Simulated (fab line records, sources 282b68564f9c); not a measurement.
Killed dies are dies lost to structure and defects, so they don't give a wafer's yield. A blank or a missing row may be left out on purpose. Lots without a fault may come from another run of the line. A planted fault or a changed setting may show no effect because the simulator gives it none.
A struck lot beside a sound one | flow rit_cmos | 18 steps out of a route of 202
Sound: wafers L263.1, L263.2, L263.4. Struck: wafers L273.3, L273.4, L273.6. The cause comes at the end.
At each step with rows: each side's tool, then ch and its chambers, then its first start. Under that, the readings that differ: sound wafers | struck wafers | difference of the means | sigmas: that difference in standard deviations of wafers without a fault.
alike: readings whose means differ by less than 2 such deviations, and words and numbers that are the same on both sides. not compared: withheld readings, readings that some wafer has no value for, bounds like >300 that may hide the same value, and numbers for which the record gives no deviation and whose values overlap.
The two part at a step that has a row with sigmas, a row that says differs or no value, or rows on one side only. Numbers that don't overlap but have no deviation are shown without sigmas and don't part them. A reading that every wafer of one side lacks parts them only if that side has two wafers or more.

first, 2 steps without rows for these wafers: RIT_NWELL_HARDBAKE_07 (time 120 s); RIT_NWELL_IMPLANT_08.
RIT_NWELL_STRIP_09: strips in O2, time 180 s.
  sound on plasma_asher-03 ch 0,1, day 2 01:40; struck on plasma_asher-03 ch 0,1, day 4 03:56
  alike: drypump_motor_current_A
  not compared: rf_hours_counter_h
RIT_NWELL_TW_MEAS_10:
  sound on film_metro-03, day 2 01:51; struck on film_metro-02, day 4 04:05
  reading  | sound          | struck         | difference | sigmas
  NWELL_TW | 2170 2163 2168 | 2099 2106 2106 | -63        | -4
then, 6 steps without rows for these wafers: RIT_PWELL_HMDS_00 (prime time 60 s); RIT_PWELL_COAT_01 (resist thk 1300 nm); RIT_PWELL_SOFTBAKE_02 (time 60 s); RIT_PWELL_EXPOSE_03 (exposes mask M3, target cd 43700 nm); RIT_PWELL_PEB_04; RIT_PWELL_DEVELOP_05 (develop time 68 s).
RIT_PWELL_OVL_MEAS_06:
  sound on overlay-02, day 2 02:50; struck on overlay-01, day 4 05:28
  alike: PWELL_OVL
then, 1 step without rows for these wafers: RIT_PWELL_HARDBAKE_07 (time 120 s).
RIT_PWELL_IMPLANT_08:
  sound on implanter-04 ch 0, day 2 03:07; struck on implanter-02 ch 0, day 4 05:47
  reading                   | sound                         | struck                        | difference | sigmas
  beam_energy_keV           | 169.95 169.93 170.04          | 118.95 119.00 118.96          | -51.00     | -99 or more
  dose_ions_cm2             | 6.986e+13 6.973e+13 6.996e+13 | 7.003e+13 7.004e+13 7.001e+13 | +1.767e+11 | +2
  model.implant.rp_nm (nm)  | 457 457 457                   | 365.5 365.5 365.5             | -91.5      |
  model.implant.drp_nm (nm) | 102.9 102.9 102.9             | 89.77 89.77 89.77             | -13.13     |
RIT_PWELL_STRIP_09: strips in O2, time 180 s.
  sound on plasma_asher-01 ch 0,1, day 2 03:16; struck on plasma_asher-04 ch 0,1, day 4 05:57
  alike: drypump_motor_current_A
  not compared: rf_hours_counter_h
RIT_PWELL_TW_MEAS_10:
  sound on film_metro-02, day 2 03:27; struck on film_metro-02, day 4 06:20
  reading  | sound       | struck      | difference | sigmas
  PWELL_TW | 950 951 942 | 914 917 913 | -33        | -4
  not compared: hold
RIT_WELLDRIVE_RS_MEAS_01: measures by four-point-probe.
  sound on film_metro-04, day 2 08:35; struck on film_metro-04, day 4 18:53
  alike: NWELL_RS
RIT_WELLDRIVE_RS_MEAS_02: measures by four-point-probe.
  sound on film_metro-04, day 2 08:43; struck on film_metro-04, day 4 19:17
  reading           | sound             | struck            | difference | sigmas
  PWELL_RS (ohm/sq) | 431.2 431.3 432.2 | 440.9 441.7 441.0 | +9.6       | +8
  not compared: hold
RIT_M1_PROBE_99:
  sound on prober-01, day 3 13:23; struck on prober-01, day 6 12:47
  alike: killed_at_contacts, killed_at_front_end, killed_dies, killed_on_rim, killed_open, killed_short

WHERE THEY PART
First at RIT_NWELL_TW_MEAS_10; last, within this record, at RIT_WELLDRIVE_RS_MEAS_02. Later steps at which nothing parts them and some readings are alike: RIT_M1_PROBE_99.

WHY: what the simulator had put in
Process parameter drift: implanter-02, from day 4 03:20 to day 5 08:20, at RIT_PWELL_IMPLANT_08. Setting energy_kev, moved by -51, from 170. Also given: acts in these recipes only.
